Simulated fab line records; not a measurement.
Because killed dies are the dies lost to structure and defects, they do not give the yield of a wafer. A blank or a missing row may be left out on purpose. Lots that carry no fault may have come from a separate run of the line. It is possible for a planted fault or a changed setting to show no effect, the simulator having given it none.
fab line records	flow berkeleyCmos170
[record] lots = 5	wafers = 23
route steps=331 shown ZERO@7 NWELL@18 PWELL@39 WELLDRIVE@56 ACTIVE@70
startH: start of the lot's first displayed wafer, in hours after the record's first day	waitH: time in hours since the lot's previous step	" as in the row above	L1.1+2: a row that stands for several wafers	- either no value or no given start	* or withheld: withheld	< > ~ a bound
route shown NAME@n: NAME is a module with steps in the file, n the number in the route of the first one	usual: average and standard deviation across the fault-free wafers	same: alike in all rows	chamber/n: place in a boat	sites: the reading at each site	_std_site: how widely they spread, as a standard deviation	_edge_site: inner sites' mean taken away from outer sites' mean	radiusMm: how far each site lies from the wafer's centre	mask NAME#n: copy n	behind: the last tool/chamber to shape the wafer	hold: cause of the lot's hold/its duration in hours/its outcome	device: the n, p or np transistor that did not switch	end of line: the tests these same wafers got at the end of their route	a step without rows: its recipe alone	killed: at the first sort, the dies lost to defects and structure; wafer yield is something else	map: the dies of a wafer, with x for killed, . for not killed, _ for no die there
set.NAME: the run value of the setting; set.NAME@STEP: its run value at that earlier step	model.NAME: the simulator's own value behind a step, which no gauge read
lots where settings were altered on purpose, with a table for each step and a row for each wafer
[[steps]]
[step UCB170_ZERO_COAT_01]
[recipe] resist = KrF	spinRpm = 1500	resistThkNm = 900
lot.wafer	tool	chamber	startH	waitH	set.resistThkNm	model.KrF_of_ZERO_COAT_01.thkNm
L078.1	lithoTrack-01	0	36.75	0.1	883.1	885.4
L078.2	"	0	"	"	883.1	884.6
L078.3	"	0	"	"	900	903.6
L078.5	"	0	"	"	900	900.6
L078.6	"	0	"	"	900	902
L077.1	lithoTrack-03	0	37.00	0.1	900	897.9
L077.2	"	0	"	"	900	897
L077.3	"	0	"	"	900	899.1
L079.1	lithoTrack-04	0	45.05	0.1	917	919.5
L079.3	"	0	"	"	917	917.5
L079.4	"	0	"	"	900	900.2
L079.5	"	0	"	"	900	899.9
L079.6	"	0	"	"	917	917.7
L080.1	lithoTrack-01	0	51.03	0.1	900	905.8
L080.2	"	0	"	"	916.5	918.6
L080.4	"	0	"	"	900	902.7
L080.5	"	0	"	"	900	904.9
L080.6	"	0	"	"	916.5	920.5
L081.1	lithoTrack-03	0	54.57	0.1	900	903.6
L081.2	"	0	"	"	900	902.6
L081.3	"	0	"	"	900	902.5
L081.5	"	0	"	"	900	899.4
L081.6	"	0	"	"	900	905.5
[step UCB170_ZERO_SOFTBAKE_02]
[recipe] resist = KrF	tempC = 130	timeS = 60
[step UCB170_ZERO_EXPOSE_03]
[recipe] maskId = PM_MARKS	na = 0.5	sigmaOuter = 0.6	sourceShape = conventional	targetCdNm = 4000	doseMj = 30
[step UCB170_ZERO_DEVELOP_05]
[recipe] developer = TMAH	developTimeS = 45	resist = KrF	devTempC = 21
[step UCB170_ZERO_ETCH_06]
[recipe] chemistry = CHF3/CF4/Ar	target = SiO2	timeS = 12	pressureMtorr = 100	rfW = 500	CHF3_flow_sccm = 50	cf4FlowSccm = 10	Ar_flow_sccm = 120	overEtchFrac = 1.58
[step UCB170_ZERO_STRIP_07]
[recipe] chemistry = O2	powerW = 400	pressureMtorr = 3500	platenTempC = withheld	o2FlowSccm = 400	overashFraction = 0.5
[usual] stripTimeToEndpointS = 21.49/0.055
lot.wafer	tool	chamber	startH	waitH	set.resistThkNm@ZERO_COAT_01	stripTimeToEndpointS
L078.1	plasmaAsher-02	1	37.47	0.0	883.1	21.12
L078.2	"	0	"	"	883.1	21.11
L078.3	"	0	"	"	900	21.57
L078.5	"	1	"	"	900	21.50
L078.6	"	0	"	"	900	21.54
L077.1	plasmaAsher-02	1	37.87	0.0	900	21.41
L077.2	"	0	"	"	900	21.41
L077.3	"	0	"	"	900	21.47
L079.1	plasmaAsher-04	1	46.10	0.0	917	21.95
L079.3	"	1	"	"	917	21.89
L079.4	"	0	"	"	900	21.51
L079.5	"	1	"	"	900	21.48
L079.6	"	0	"	"	917	21.89
L080.1	plasmaAsher-04	0	51.93	0.0	900	21.62
L080.2	"	1	"	"	916.5	21.93
L080.4	"	0	"	"	900	21.56
L080.5	"	1	"	"	900	21.61
L080.6	"	0	"	"	916.5	21.97
L081.1	plasmaAsher-04	1	55.44	0.0	900	21.56
L081.2	"	0	"	"	900	21.53
L081.3	"	0	"	"	900	21.53
L081.5	"	0	"	"	900	21.47
L081.6	"	1	"	"	900	21.61
[step UCB170_NWELL_CVD_04]
[recipe] material = Si3N4	targetThkNm = 224	tempC = 800	precursor = SiH2Cl2/NH3	timeS = 3360	pressureMtorr = 200	sih2cl2FlowSccm = 25	nh3FlowSccm = 75
lot.wafer	tool	chamber	startH	waitH	set.tempC	model.Si3N4_of_NWELL_CVD_04.thkNm
L077.1	lpcvd-01	1	46.54	0.0	800	222.8
L077.2	"	1	"	"	800	223
L077.3	"	1	"	"	800	224.1
L078.1	-	-	-	0.0	809.3	269.8
L078.2	"	-	"	"	809.3	270.9
L078.3	"	-	"	"	809.3	269
L078.5	"	-	"	"	809.3	268.6
L078.6	"	-	"	"	809.3	269.6
L079.1	-	-	-	0.0	786.1	172.7
L079.3	"	-	"	"	786.1	173.8
L079.4	"	-	"	"	786.1	174.1
L079.5+6	"	-	"	"	786.1	174.3
L080.1	-	-	-	0.0	800	227.8
L080.2	"	-	"	"	800	227.9
L080.4	"	-	"	"	800	225.9
L080.5	"	-	"	"	800	228.2
L080.6	"	-	"	"	800	228.3
L081.1+6	-	-	-	0.0	815.9	298.6
L081.2	"	-	"	"	815.9	299.5
L081.3	"	-	"	"	815.9	296.6
L081.5	"	-	"	"	815.9	298.3
[step UCB170_NWELL_THK_MEAS_05]
[recipe] reads = Si3N4_of_NWELL_CVD_04
[usual] NWELL_NITRIDE_THK = 225.8/1.7
lot.wafer	tool	chamber	startH	waitH	set.tempC@NWELL_CVD_04	NWELL_NITRIDE_THK[nm]
L077.1	filmMetro-03	-	48.48	0.0	800	222.8
L077.2	"	-	"	"	800	223.1
L077.3	"	-	"	"	800	224.2
L078.1	filmMetro-02	-	-	-	809.3	269.8
L078.2	"	-	"	"	809.3	270.7
L078.3	"	-	"	"	809.3	269.0
L078.5	"	-	"	"	809.3	268.5
L078.6	"	-	"	"	809.3	269.3
L079.1	filmMetro-01	-	-	-	786.1	172.8
L079.3	"	-	"	"	786.1	174.0
L079.4	"	-	"	"	786.1	174.0
L079.5	"	-	"	"	786.1	174.2
L079.6	"	-	"	"	786.1	174.3
L080.1	filmMetro-03	-	-	-	800	228.0
L080.2	"	-	"	"	800	227.9
L080.4	"	-	"	"	800	225.7
L080.5	"	-	"	"	800	228.3
L080.6	"	-	"	"	800	228.3
L081.1	filmMetro-03	-	-	-	815.9	298.7
L081.2	"	-	"	"	815.9	299.4
L081.3	"	-	"	"	815.9	296.6
L081.5	"	-	"	"	815.9	298.0
L081.6	"	-	"	"	815.9	298.6
[step UCB170_NWELL_HMDS_06]
[recipe] primeTimeS = 60	primeTempC = 100
[step UCB170_NWELL_COAT_07]
[recipe] resist = KrF	spinRpm = 1500	resistThkNm = 900
[step UCB170_NWELL_DEVELOP_11]
[recipe] developer = TMAH	developTimeS = 45	resist = KrF	devTempC = 21
[step UCB170_NWELL_ETCH_13]
[recipe] chemistry = CH3F/Ar/O2	target = Si3N4	stopOn = SiO2	CH3F_flow_sccm = 20	Ar_flow_sccm = 50	O2_flow_sccm = 7	pressureMtorr = 50	rfW = 450	targetDepthA = 2464	overEtchFrac = 0.1	timeS = 154
lot.wafer	tool	chamber	startH	waitH	set.tempC@NWELL_CVD_04	model.etch.depthNm
L078.1	rieDiel-02	0	50.19	0.0	809.3	244
L078.2	"	1	"	"	809.3	247.1
L078.3	"	2	"	"	809.3	240.8
L078.5	"	0	"	"	809.3	245.4
L078.6	"	3	"	"	809.3	245.1
L077.1	rieDiel-04	3	50.22	0.0	800	222.8
L077.2	"	1	"	"	800	223
L077.3	"	2	"	"	800	224.1
L079.1	rieDiel-02	0	59.27	0.0	786.1	172.7
L079.3+5	"	3,2	"	"	786.1	-
L079.4	"	1	"	"	786.1	174.1
L079.6	"	3	"	"	786.1	174.3
L080.1+5	rieDiel-04	3,2	67.28	0.0	800	-
L080.2	"	2	"	"	800	227.9
L080.4	"	1	"	"	800	225.9
L080.6	"	3	"	"	800	228.3
L081.1+2+6	rieDiel-03	1,0,2	67.54	0.0	815.9	-
L081.3	"	3	"	"	815.9	250.6
L081.5	"	3	"	"	815.9	252.4
[step UCB170_NWELL_IMPLANT_14]
[recipe] species = P	doseCm2 = 1e+13	energyKev = 150	tiltDeg = 7
lot.wafer	tool	chamber	startH	waitH	set.energyKev	model.implant.rpNm	model.implant.drpNm
L078.1+2+3+5+6	implanter-01	0	50.29	0.1	150	186.9	62.72
L077.1+2+3	implanter-01	0	50.44	0.2	150	188.9	62.72
L079.1+3+4	implanter-01	0	59.37	0.1	150	185	62.72
L079.5+6	"	0	"	"	145.2	178.8	61.15
L080.1+5	implanter-01	0	67.38	0.1	150	188.7	62.72
L080.2+4+6	"	0	"	"	157.1	198	64.94
L081.1+3	implanter-02	0	67.65	0.1	142.7	181.7	60.32
L081.2+5+6	"	0	"	"	150	191.4	62.72
[step UCB170_PWELL_CVD_05]
[recipe] material = Si3N4	targetThkNm = 220	tempC = 800	precursor = SiH2Cl2/NH3	timeS = 3300	pressureMtorr = 200	sih2cl2FlowSccm = 25	nh3FlowSccm = 75
lot.wafer	tool	chamber	startH	waitH	set.tempC	model.Si3N4_of_PWELL_CVD_05.thkNm
L077.1	lpcvd-01	0	62.64	0.0	800	220.8
L077.2	"	0	"	"	800	223.5
L077.3	"	0	"	"	800	223.7
L078.1	-	-	-	0.0	815.4	289.1
L078.2	"	-	"	"	815.4	289.4
L078.3	"	-	"	"	815.4	289.9
L078.5	"	-	"	"	815.4	290.5
L078.6	"	-	"	"	815.4	289.8
L079.1	-	-	-	0.7	781	156.1
L079.3	"	-	"	"	781	156.7
L079.4	"	-	"	"	781	157.9
L079.5	"	-	"	"	781	156.6
L079.6	"	-	"	"	781	157.3
L080.1	-	-	-	0.0	776.1	143.2
L080.2	"	-	"	"	776.1	142.8
L080.4+5	"	-	"	"	776.1	142
L080.6	"	-	"	"	776.1	142.3
L081.1	-	-	-	0.0	779.4	154.4
L081.2	"	-	"	"	779.4	152.7
L081.3+5	"	-	"	"	779.4	154.7
L081.6	"	-	"	"	779.4	153.2
[step UCB170_PWELL_THK_MEAS_06]
[recipe] reads = Si3N4_of_PWELL_CVD_05
[usual] PWELL_NITRIDE_THK = 221.2/1.8
lot.wafer	tool	chamber	startH	waitH	set.tempC@PWELL_CVD_05	PWELL_NITRIDE_THK[nm]
L077.1	filmMetro-01	-	64.56	0.0	800	220.8
L077.2	"	-	"	"	800	223.6
L077.3	"	-	"	"	800	223.8
L078.1	filmMetro-03	-	-	-	815.4	289.1
L078.2	"	-	"	"	815.4	289.3
L078.3	"	-	"	"	815.4	289.7
L078.5	"	-	"	"	815.4	290.4
L078.6	"	-	"	"	815.4	289.9
L079.1	filmMetro-04	-	-	-	781	156.0
L079.3	"	-	"	"	781	156.8
L079.4	"	-	"	"	781	157.9
L079.5	"	-	"	"	781	156.5
L079.6	"	-	"	"	781	157.3
L080.1	filmMetro-03	-	-	-	776.1	143.3
L080.2	"	-	"	"	776.1	142.8
L080.4	"	-	"	"	776.1	142.0
L080.5	"	-	"	"	776.1	142.1
L080.6	"	-	"	"	776.1	142.3
L081.1	filmMetro-01	-	-	-	779.4	154.5
L081.2	"	-	"	"	779.4	152.7
L081.3	"	-	"	"	779.4	154.8
L081.5	"	-	"	"	779.4	154.6
L081.6	"	-	"	"	779.4	153.2
[step UCB170_PWELL_HMDS_07]
[recipe] primeTimeS = 60	primeTempC = 100
[step UCB170_PWELL_COAT_08]
[recipe] resist = KrF	spinRpm = 1500	resistThkNm = 900
[step UCB170_PWELL_DEVELOP_12]
[recipe] developer = TMAH	developTimeS = 45	resist = KrF	devTempC = 21
[step UCB170_PWELL_ETCH_14]
[recipe] chemistry = CH3F/Ar/O2	target = Si3N4	stopOn = SiO2	CH3F_flow_sccm = 20	Ar_flow_sccm = 50	O2_flow_sccm = 7	pressureMtorr = 50	rfW = 450	targetDepthA = 2420	overEtchFrac = 0.1	timeS = 151
[usual] oesProductAu = 0.945/0.015
lot.wafer	tool	chamber	startH	waitH	set.tempC@PWELL_CVD_05	oesProductAu	model.etch.depthNm
L077.1	rieDiel-01	2	65.86	0.0	800	0.934	220.8
L077.2	"	0	"	"	800	0.972	223.5
L077.3	"	3	"	"	800	0.957	223.7
L078.1	rieDiel-03	3	66.10	0.0	815.4	0.984	245.1
L078.2	"	2	"	"	815.4	1.000	245.5
L078.3	"	0	"	"	815.4	1.020	243.1
L078.5	"	1	"	"	815.4	1.010	242.1
L078.6	"	2	"	"	815.4	1.006	244.3
L079.1	rieDiel-01	2	75.91	0.0	781	0.767	156.1
L079.3	"	1	"	"	781	0.764	-
L079.4	"	3	"	"	781	0.788	157.9
L079.5	"	3	"	"	781	0.784	-
L079.6	"	0	"	"	781	0.789	157.3
L080.1	rieDiel-04	0	91.19	0.0	776.1	0.758	-
L080.2	"	2	"	"	776.1	0.745	142.8
L080.4	"	1	"	"	776.1	0.735	142
L080.5	"	1	"	"	776.1	0.731	-
L080.6	"	2	"	"	776.1	0.751	142.3
L081.1	rieDiel-03	2	91.43	0.0	779.4	0.772	-
L081.2	"	1	"	"	779.4	0.770	-
L081.3	"	0	"	"	779.4	0.785	154.7
L081.5	"	3	"	"	779.4	0.750	154.7
L081.6	"	2	"	"	779.4	0.767	-
[step UCB170_PWELL_STRIP_16]
[recipe] chemistry = O2	powerW = 400	pressureMtorr = 3500	platenTempC = withheld	o2FlowSccm = 400	overashFraction = 0.5
[usual] oesProductAu = 0.721/0.0049
lot.wafer	tool	chamber	startH	waitH	set.overashFraction	oesProductAu
L077.1	plasmaAsher-04	1	66.11	0.1	0.5	0.725
L077.2	"	0	"	"	0.5	0.718
L077.3	"	1	"	"	0.5	0.725
L078.1	plasmaAsher-02	1	66.35	0.1	0.5	0.712
L078.2	"	0	"	"	0.6197	0.691
L078.3	"	1	"	"	0.6197	0.679
L078.5	"	0	"	"	0.5	0.729
L078.6	"	1	"	"	0.5	0.726
L079.1	plasmaAsher-02	0	76.16	0.1	0.5	0.718
L079.3	"	1	"	"	0.5931	0.689
L079.4	"	0	"	"	0.5931	0.688
L079.5	"	0	"	"	0.5931	0.692
L079.6	"	1	"	"	0.5	0.703
L080.1	plasmaAsher-04	0	91.44	0.1	0.6132	0.689
L080.2	"	1	"	"	0.6132	0.689
L080.4	"	0	"	"	0.5	0.724
L080.5	"	0	"	"	0.5	0.718
L080.6	"	1	"	"	0.5	0.718
L081.1	plasmaAsher-04	0	91.68	0.1	0.5	0.720
L081.2	"	1	"	"	0.5	0.714
L081.3	"	0	"	"	0.5	0.727
L081.5	"	0	"	"	0.5	0.721
L081.6	"	1	"	"	0.5	0.722
[step UCB170_WELLDRIVE_OXIDATION_01]
[recipe] tempC = 1100	ambient = O2	targetThkA = 1990	oxTimeS = 9000
lot.wafer	tool	chamber	startH	waitH	set.tempC	model.SiO2_of_WELLDRIVE_OXIDATION_01.thkNm
L077.1	furnace-01	0	73.32	2.1	1100	200.6
L077.2	"	0	"	"	1100	199.2
L077.3	"	0	"	"	1100	197.9
L078.1	-	-	-	3.5	1110	213.9
L078.2	"	-	"	"	1110	213.4
L078.3	"	-	"	"	1110	211.3
L078.5	"	-	"	"	1110	214.4
L078.6	"	-	"	"	1110	217.2
L079.1	-	-	-	7.5	1116	212.6
L079.3	"	-	"	"	1116	215.2
L079.4	"	-	"	"	1116	211.6
L079.5	"	-	"	"	1116	214.4
L079.6	"	-	"	"	1116	212.7
L080.1+5	-	-	-	5.5	1076	174
L080.2	"	-	"	"	1076	171.7
L080.4	"	-	"	"	1076	174.7
L080.6	"	-	"	"	1076	174.2
L081.1	-	-	-	5.2	1125	225.7
L081.2+3	"	-	"	"	1125	227.9
L081.5	"	-	"	"	1125	231.1
L081.6	"	-	"	"	1125	227.7
[step UCB170_WELLDRIVE_THK_MEAS_02]
[recipe] reads = SiO2_of_WELLDRIVE_OXIDATION_01
[usual] WELLDRIVE_OXIDE_THK = 199/3.6
lot.wafer	tool	chamber	startH	waitH	set.tempC@WELLDRIVE_OXIDATION_01	WELLDRIVE_OXIDE_THK[nm]
L077.1	filmMetro-04	-	76.88	0.1	1100	200
L077.2	"	-	"	"	1100	199
L077.3	"	-	"	"	1100	198
L078.1	filmMetro-04	-	-	-	1110	214
L078.2	"	-	"	"	1110	213
L078.3	"	-	"	"	1110	211
L078.5	"	-	"	"	1110	214
L078.6	"	-	"	"	1110	217
L079.1	filmMetro-03	-	-	-	1116	213
L079.3	"	-	"	"	1116	215
L079.4	"	-	"	"	1116	211
L079.5	"	-	"	"	1116	214
L079.6	"	-	"	"	1116	213
L080.1	filmMetro-02	-	-	-	1076	174
L080.2	"	-	"	"	1076	172
L080.4	"	-	"	"	1076	175
L080.5	"	-	"	"	1076	174
L080.6	"	-	"	"	1076	174
L081.1	filmMetro-03	-	-	-	1125	226
L081.2	"	-	"	"	1125	228
L081.3	"	-	"	"	1125	228
L081.5	"	-	"	"	1125	231
L081.6	"	-	"	"	1125	228
[step UCB170_ACTIVE_EXPOSE_10]
[recipe] maskId = ACTIVE	targetCdNm = 1200	na = 0.5	sigmaOuter = 0.6	sourceShape = conventional	doseMj = 20
lot.wafer	tool	chamber	startH	waitH	mask	set.doseMj
L077.1+2+3	krfScanner-01	0	103.09	0.4	ACTIVE#0	20
L078.1+3+6	krfScanner-02	0	103.33	0.4	ACTIVE#0	20
L078.2+5	"	0	"	"	ACTIVE#0	18.83
L079.1+4+5	krfScanner-02	0	119.96	0.1	ACTIVE#0	19.15
L079.3+6	"	0	"	"	ACTIVE#0	20
L081.1+2+3+5+6	krfScanner-02	0	132.09	0.1	ACTIVE#0	20
L080.1+4	krfScanner-01	0	132.33	0.4	ACTIVE#0	20
L080.2+5+6	"	0	"	"	ACTIVE#0	18.68
[step UCB170_ACTIVE_DEVELOP_12]
[recipe] developer = TMAH	developTimeS = 45	resist = KrF	devTempC = 21
lot.wafer	tool	chamber	startH	waitH	set.developTimeS
L077.1+2+3	lithoTrack-02	0	-	-	45
L078.1+6	lithoTrack-03	0	-	-	39.11
L078.2+3+5	"	0	"	"	45
L079.1+4	lithoTrack-02	0	-	-	50.23
L079.3+5+6	"	0	"	"	45
L081.1+5	lithoTrack-03	0	-	-	45
L081.2+3+6	"	0	"	"	43.22
L080.1+4+6	lithoTrack-02	0	-	-	50.08
L080.2+5	"	0	"	"	45
[step UCB170_ACTIVE_CD_MEAS_13]
[recipe] targetCdNm = 1200
[usual] cdNm = 1199.7/1.2
lot.wafer	tool	chamber	startH	waitH	set.doseMj@ACTIVE_EXPOSE_10	cdNm
L077.1	cdSem-01	-	103.48	-	20	1199.7
L077.2	"	-	"	"	20	1200.3
L077.3	"	-	"	"	20	1201.4
L078.1	cdSem-02	-	103.72	-	20	1202.1
L078.2	"	-	"	"	18.83	1211.7
L078.3	"	-	"	"	20	1200.8
L078.5	"	-	"	"	18.83	1213.3
L078.6	"	-	"	"	20	1200.9
L079.1	cdSem-02	-	120.35	-	19.15	1206.5
L079.3	"	-	"	"	20	1200.0
L079.4	"	-	"	"	19.15	1206.2
L079.5	"	-	"	"	19.15	1207.6
L079.6	"	-	"	"	20	1199.7
L081.1	cdSem-02	-	132.48	-	20	1200.4
L081.2	"	-	"	"	20	1199.8
L081.3	"	-	"	"	20	1200.5
L081.5	"	-	"	"	20	1199.4
L081.6	"	-	"	"	20	1200.1
L080.1	cdSem-01	-	132.72	-	20	1197.1
L080.2	"	-	"	"	18.68	1209.8
L080.4	"	-	"	"	20	1197.8
L080.5	"	-	"	"	18.68	1208.9
L080.6	"	-	"	"	18.68	1208.2
[step UCB170_ACTIVE_ETCH_15]
[recipe] chemistry = CH3F/Ar/O2	target = Si3N4	stopOn = SiO2	CH3F_flow_sccm = 20	Ar_flow_sccm = 50	O2_flow_sccm = 7	pressureMtorr = 50	rfW = 450	targetDepthA = 2420	overEtchFrac = 0.1	timeS = 151
lot.wafer	tool	chamber	startH	waitH	set.doseMj@ACTIVE_EXPOSE_10	model.ACTIVE.cdNm
L077.1+2	rieDiel-03	1,2	103.64	0.0	20	1200
L077.3	"	0	"	"	20	1201
L078.1	rieDiel-01	1	103.88	0.0	20	1202
L078.2	"	3	"	"	18.83	1212
L078.3+6	"	2,1	"	"	20	1200
L078.5	"	3	"	"	18.83	1213
L079.1	rieDiel-01	2	120.51	0.0	19.15	1207
L079.3+6	"	1	"	"	20	1200
L079.4	"	0	"	"	19.15	1206
L079.5	"	2	"	"	19.15	1208
L081.1+2+6	rieDiel-02	0,1,0	132.64	0.0	20	1200
L081.3	"	2	"	"	20	1201
L081.5	"	1	"	"	20	1199
L080.1	rieDiel-03	1	132.88	0.0	20	1197
L080.2	"	2	"	"	18.68	1210
L080.4	"	3	"	"	20	1198
L080.5	"	3	"	"	18.68	1209
L080.6	"	2	"	"	18.68	1208
[step UCB170_ACTIVE_STRIP_16]
[recipe] chemistry = O2	powerW = 400	pressureMtorr = 3500	platenTempC = withheld	o2FlowSccm = 400	overashFraction = 0.5
[step UCB170_ACTIVE_CD_MEAS_90]
[recipe] targetCdNm = 1200
[usual] cdNm = 1199.7/1.2
lot.wafer	tool	chamber	startH	waitH	set.doseMj@ACTIVE_EXPOSE_10	cdNm
L077.1	cdSem-01	-	103.84	0.1	20	1200.3
L077.2	"	-	"	"	20	1199.7
L077.3	"	-	"	"	20	1201.3
L078.1	cdSem-01	-	104.08	0.1	20	1201.8
L078.2	"	-	"	"	18.83	1211.6
L078.3	"	-	"	"	20	1200.6
L078.5	"	-	"	"	18.83	1212.9
L078.6	"	-	"	"	20	1200.4
L079.1	cdSem-01	-	120.71	0.1	19.15	1206.5
L079.3	"	-	"	"	20	1200.0
L079.4	"	-	"	"	19.15	1206.2
L079.5	"	-	"	"	19.15	1207.5
L079.6	"	-	"	"	20	1200.0
L081.1	cdSem-02	-	132.84	0.1	20	1200.4
L081.2	"	-	"	"	20	1199.9
L081.3	"	-	"	"	20	1200.7
L081.5	"	-	"	"	20	1199.5
L081.6	"	-	"	"	20	1199.8
L080.1	cdSem-02	-	133.08	0.1	20	1196.8
L080.2	"	-	"	"	18.68	1210.1
L080.4	"	-	"	"	20	1197.8
L080.5	"	-	"	"	18.68	1209.2
L080.6	"	-	"	"	18.68	1208.2
[[key]]
[split] step = UCB170_ZERO_COAT_01	setting = resistThkNm	stated = 900	by = wafer
[response] step = UCB170_ZERO_COAT_01	reading = model.KrF_of_ZERO_COAT_01.thkNm	change = +9	per = 1%	r = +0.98
[response] step = UCB170_ZERO_STRIP_07	reading = stripTimeToEndpointS	change = *	per = 1%	r = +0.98
[split] step = UCB170_NWELL_CVD_04	setting = tempC	stated = 800	by = lot
[response] step = UCB170_NWELL_CVD_04	reading = model.Si3N4_of_NWELL_CVD_04.thkNm	change = +33.7	per = 1%	r = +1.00
[response] step = UCB170_NWELL_THK_MEAS_05	reading = NWELL_NITRIDE_THK	change = +33.6	per = 1%	r = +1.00
[response] step = UCB170_NWELL_ETCH_13	reading = model.etch.depthNm	change = +21.7	per = 1%	r = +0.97
[split] step = UCB170_NWELL_IMPLANT_14	setting = energyKev	stated = 150	by = wafer
[response] step = UCB170_NWELL_IMPLANT_14	reading = model.implant.rpNm	change = +1.97	per = 1%	r = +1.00
[response] step = UCB170_NWELL_IMPLANT_14	reading = model.implant.drpNm	change = +0.483	per = 1%	r = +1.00
[split] step = UCB170_PWELL_CVD_05	setting = tempC	stated = 800	by = lot
[response] step = UCB170_PWELL_CVD_05	reading = model.Si3N4_of_PWELL_CVD_05.thkNm	change = +29.9	per = 1%	r = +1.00
[response] step = UCB170_PWELL_THK_MEAS_06	reading = PWELL_NITRIDE_THK	change = +29.8	per = 1%	r = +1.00
[response] step = UCB170_PWELL_ETCH_14	reading = oesProductAu	change = +0.055	per = 1%	r = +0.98
[response] step = UCB170_PWELL_ETCH_14	reading = model.etch.depthNm	change = +20.9	per = 1%	r = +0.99
[split] step = UCB170_PWELL_STRIP_16	setting = overashFraction	stated = 0.5	by = wafer
[response] step = UCB170_PWELL_STRIP_16	reading = oesProductAu	change = -0.00139	per = 1%	r = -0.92
[split] step = UCB170_WELLDRIVE_OXIDATION_01	setting = tempC	stated = 1100	by = lot
[response] step = UCB170_WELLDRIVE_OXIDATION_01	reading = model.SiO2_of_WELLDRIVE_OXIDATION_01.thkNm	change = +11.9	per = 1%	r = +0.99
[response] step = UCB170_WELLDRIVE_THK_MEAS_02	reading = WELLDRIVE_OXIDE_THK	change = +11.9	per = 1%	r = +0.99
[split] step = UCB170_ACTIVE_EXPOSE_10	setting = doseMj	stated = 20	by = wafer
[response] step = UCB170_ACTIVE_CD_MEAS_13	reading = cdNm	change = -1.79	per = 1%	r = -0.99
[response] step = UCB170_ACTIVE_ETCH_15	reading = model.ACTIVE.cdNm	change = -1.81	per = 1%	r = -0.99
[response] step = UCB170_ACTIVE_CD_MEAS_90	reading = cdNm	change = -1.81	per = 1%	r = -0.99
[split] step = UCB170_ACTIVE_DEVELOP_12	setting = developTimeS	stated = 45	by = wafer
response none clear
